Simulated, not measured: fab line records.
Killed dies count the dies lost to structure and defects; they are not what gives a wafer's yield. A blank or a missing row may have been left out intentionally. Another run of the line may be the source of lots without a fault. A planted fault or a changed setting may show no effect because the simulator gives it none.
Commonality check across tools -- flow berkeley_cmos170 -- Lots sampled 14, wafers sampled 42

REASON FOR OPENING
Flagged at UCB170_CONTACT_CD_MEAS_15: reading cd_nm, on 2 of 14 lots. Fault-free wafers read 699.8 nm, with a standard deviation of 1.5.
Rule: a lot gets a flag if all its wafers with a number sit over 4 standard deviations from that mean, or if no wafer of it has a number. As for the other lots, they are considered sound.

lot,measured,on,"cd_nm (nm), wafer by wafer",flag
L842,day 7 09:11,cd_sem-01,699.9 699.6 698.9,
L843,day 7 10:05,cd_sem-02,700.8 700.2 700.7,
L844,day 7 18:02,cd_sem-02,701.2 702.5 702.0,
L847,day 7 18:20,cd_sem-02,697.8 697.2 697.1,
L845,day 7 18:27,cd_sem-02,699.0 698.4 698.3,
L848,day 8 04:56,cd_sem-01,700.1 700.8 700.9,
L849,day 8 18:41,cd_sem-02,700.7 699.9 700.5,
L851,day 9 01:48,cd_sem-02,699.5 700.6 699.0,
L853,day 9 02:22,cd_sem-02,698.3 699.4 700.3,
L858,day 10 08:45,cd_sem-01,720.8 720.7 720.8,FLAGGED
L859,day 10 12:47,cd_sem-02,719.7 721.3 721.0,FLAGGED
L860,day 10 16:44,cd_sem-02,697.7 698.1 697.0,
L862,day 11 09:47,cd_sem-02,697.7 697.7 698.4,
L863,day 11 16:22,cd_sem-02,700.1 699.2 698.6,
Average over the flagged lots: 720.7 nm; offset from the usual +20.9 nm, equal to +14 standard deviations.

LOT BY LOT: THE TOOL USED
The record keeps 1 process step preceding the reading, out of 331 steps on the route. Cell contents, in order: the tool; ch with the chambers the sampled wafers went through; the start.
lot,flag,UCB170_CONTACT_SOFTBAKE_11
L842,,"litho_track-03 ch 0, day 7 08:00"
L843,,"litho_track-03 ch 0, day 7 09:00"
L844,,"litho_track-03 ch 0, day 7 17:00"
L847,,"litho_track-04 ch 0, day 7 17:00"
L845,,"litho_track-03 ch 0, day 7 17:00"
L848,,"litho_track-03 ch 0, day 8 04:00"
L849,,"litho_track-04 ch 0, day 8 18:00"
L851,,"litho_track-04 ch 0, day 9 01:00"
L853,,"litho_track-02 ch 0, day 9 01:00"
L858,FLAGGED,"litho_track-04 ch 0, day 10 08:00"
L859,FLAGGED,"litho_track-04 ch 0, day 10 12:00"
L860,,"litho_track-02 ch 0, day 10 16:00"
L862,,"litho_track-02 ch 0, day 11 09:00"
L863,,"litho_track-03 ch 0, day 11 15:00"
These steps, and what they do:
- UCB170_CONTACT_SOFTBAKE_11: time 60 s.
- UCB170_CONTACT_CD_MEAS_15: target cd 700 nm.

FLAGGED OVER TOTAL, TOOL BY TOOL (the gauges that took the reading come last)
step,tool,lots run,flagged,share of the flagged lots,sound lots run after its first flagged lot
UCB170_CONTACT_SOFTBAKE_11,litho_track-02,3,0,none,-
UCB170_CONTACT_SOFTBAKE_11,litho_track-03,6,0,none,-
UCB170_CONTACT_SOFTBAKE_11,litho_track-04,5,2,all,0
UCB170_CONTACT_CD_MEAS_15,cd_sem-01,3,1,some,0
UCB170_CONTACT_CD_MEAS_15,cd_sem-02,11,1,some,"3 (L860,L862,L863)"

THE TABLE: WHAT IT ALLOWS
All flagged lots share 1 row of the table, namely litho_track-04 at UCB170_CONTACT_SOFTBAKE_11.
- litho_track-04 at UCB170_CONTACT_SOFTBAKE_11 ran 5 lots, 2 of them flagged. It ran its last sound lot, L851, at day 9 01:00 and its first flagged lot, L858, at day 10 08:00: a fault with its onset between the two fits. Its own readings (heater_power_total_W, plate_temp_C) fall more than 4 standard deviations out on all wafers of the flagged lots.
Left over: one tool, litho_track-04 at UCB170_CONTACT_SOFTBAKE_11.

WHAT HAD BEEN PUT IN BY THE SIMULATOR
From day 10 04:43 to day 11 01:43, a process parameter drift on litho_track-04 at UCB170_CONTACT_SOFTBAKE_11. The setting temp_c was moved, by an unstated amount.
Shown lots that were struck: L858, L859. This agrees with what the rule above found.
